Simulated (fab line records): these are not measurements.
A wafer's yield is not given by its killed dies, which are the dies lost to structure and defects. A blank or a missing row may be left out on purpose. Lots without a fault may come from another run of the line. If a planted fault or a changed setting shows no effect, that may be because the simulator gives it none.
Which of the tools did it? | flow ritCmos | 14 lots with 42 wafers sampled at 3 steps, on a route of 202 steps

## WHAT THE GAUGES SHOWED, per wafer
RIT_WELLDRIVE_RS_MEAS_01: uses a four-point probe to measure.
lot  | measured    | on           | NWELL_RS (ohm/sq)
L146 | day 2 04:34 | filmMetro-02 | 275.2 275.5 275.2
L147 | day 2 09:51 | filmMetro-02 | 274.8 275.5 275.0
L148 | day 2 14:56 | filmMetro-03 | 274.6 274.5 274.6
L149 | day 2 19:40 | filmMetro-02 | 273.9 274.2 273.9
L150 | day 2 23:35 | filmMetro-03 | 274.8 274.9 275.3
L151 | day 3 06:20 | filmMetro-02 | 275.1 274.6 274.6
L153 | day 3 15:35 | filmMetro-02 | 275.2 276.0 275.5
L154 | day 3 20:29 | filmMetro-01 | 274.8 274.8 274.1
L155 | day 4 01:29 | filmMetro-01 | 275.8 275.6 276.1
L161 | day 5 09:08 | filmMetro-02 | 320.3 319.8 320.8
L163 | day 5 17:34 | filmMetro-02 | 320.7 321.4 320.9
L166 | day 6 10:16 | filmMetro-02 | 274.4 273.8 274.8
L168 | day 6 17:35 | filmMetro-01 | 273.8 275.2 274.7
L169 | day 6 22:56 | filmMetro-02 | 275.5 275.6 275.3

RIT_WELLDRIVE_RS_MEAS_02: uses a four-point probe to measure.
lot  | measured    | on           | PWELL_RS (ohm/sq)
L146 | day 2 04:41 | filmMetro-02 | 428.6 427.9 429.2
L147 | day 2 09:58 | filmMetro-02 | 429.2 430.1 429.8
L148 | day 2 15:03 | filmMetro-03 | 428.1 427.8 428.9
L149 | day 2 19:47 | filmMetro-02 | 429.2 429.9 431.0
L150 | day 2 23:42 | filmMetro-03 | 428.9 429.2 429.1
L151 | day 3 06:28 | filmMetro-02 | 428.5 429.0 429.4
L153 | day 3 15:42 | filmMetro-02 | 430.6 429.7 430.9
L154 | day 3 20:37 | filmMetro-01 | 428.1 427.6 429.0
L155 | day 4 01:37 | filmMetro-01 | 429.5 430.4 430.1
L161 | day 5 09:15 | filmMetro-02 | 474.6 474.3 473.0
L163 | day 5 17:41 | filmMetro-02 | 473.8 475.2 474.6
L166 | day 6 10:23 | filmMetro-02 | 428.8 428.7 429.3
L168 | day 6 17:43 | filmMetro-01 | 430.9 431.5 430.3
L169 | day 6 23:04 | filmMetro-02 | 427.2 427.5 426.8

## WHAT TOOL EACH LOT RAN ON (gives the tool, then ch and the chambers of the sampled wafers, and finally the start)
lot  | RIT_WELLDRIVE_ANNEAL_00
L146 | furnace-02 ch 0, day 1 23:26
L147 | furnace-04 ch 0, day 2 04:45
L148 | furnace-04 ch 0, day 2 09:50
L149 | furnace-02 ch 0, day 2 14:35
L150 | furnace-04 ch 0, day 2 18:29
L151 | furnace-03 ch 0, day 3 01:16
L153 | furnace-04 ch 0, day 3 10:28
L154 | furnace-02 ch 0, day 3 15:22
L155 | furnace-04 ch 0, day 3 20:22
L161 | furnace-04 ch 0, day 5 04:02
L163 | furnace-04 ch 0, day 5 12:29
L166 | furnace-02 ch 0, day 6 05:07
L168 | furnace-03 ch 0, day 6 12:30
L169 | furnace-03 ch 0, day 6 17:50
- RIT_WELLDRIVE_ANNEAL_00: time 14700 s.

## AS READ BY THE TOOLS THEMSELVES (means over the sampled wafers that have a number; for cases with no such wafer, the mark the record gives instead)
RIT_WELLDRIVE_ANNEAL_00.
lot  | tool       | runLengthS (s) | spikeTcSourceC (C) | zonePowerSourcePct (%)
L146 | furnace-02 | 18263          | 1132               | 45.8
L147 | furnace-04 | 18273          | 1124               | 42.2
L148 | furnace-04 | 18274          | 1123               | 42.4
L149 | furnace-02 | 18273          | 1131               | 46.1
L150 | furnace-04 | 18274          | 1124               | 42.4
L151 | furnace-03 | 18280          | 1125               | 46.3
L153 | furnace-04 | 18290          | 1123               | 42.1
L154 | furnace-02 | 18265          | 1132               | 46.0
L155 | furnace-04 | 18274          | 1124               | 41.9
L161 | furnace-04 | 9454           | 1123               | 42.4
L163 | furnace-04 | 9456           | 1123               | 42.3
L166 | furnace-02 | 18259          | 1131               | 45.3
L168 | furnace-03 | 18278          | 1124               | 46.6
L169 | furnace-03 | 18283          | 1124               | 46.3

## THE ANSWER, worked out from the rows above alone
Rule: the usual values come from the lots themselves. The widest of any qualifying gaps counts: lots, ordered by their means at a reading, are off when they make up no more than a third of the lots, leave a main group of 4 or more, and stand apart from it by 3 or more times the standard deviation of that group's means. Not used: any main group whose means are identical at the precision the tables above print for the reading. Also off: a lot with no number at a reading for which 4 or more lots have one. All remaining lots with rows at the step are treated as sound. After the gauges, taken in route order, come the tools' own readings; for these a lot's mean is taken, as printed above. At the first step where some lot is off, the reading lying furthest off is the one used; lots without a number count as furthest.
Off: L161, L163, at RIT_WELLDRIVE_RS_MEAS_01 (NWELL_RS). Main group: mean 274.9 ohm/sq, sd 0.53.
If a tool, at a process step before that reading, ran all the lots that are off and no sound lot after the first of them, it fits. The gauges at RIT_WELLDRIVE_RS_MEAS_01 aren't tried: what is off there is off at RIT_WELLDRIVE_ANNEAL_00 too, on other tools, and a gauge's error can't cause that. One candidate fits, namely furnace-04 at RIT_WELLDRIVE_ANNEAL_00. Its last sound lot is L155 (day 3 20:22), its first lot that is off L161 (day 5 04:02): a fault that began between those two fits.
On the lots that are off, the tool's own readings at RIT_WELLDRIVE_ANNEAL_00 differ by more than 5 times the standard deviation of the sound lots' means, which bears it out; runLengthS reads 9455 s there versus 18274 s on the sound lots.

## WHAT HAD BEEN PUT IN BY THE SIMULATOR
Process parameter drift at RIT_WELLDRIVE_ANNEAL_00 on furnace-04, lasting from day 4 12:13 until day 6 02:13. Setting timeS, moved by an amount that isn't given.
Lots struck among those shown: L161, L163. Same finding as the rule above.
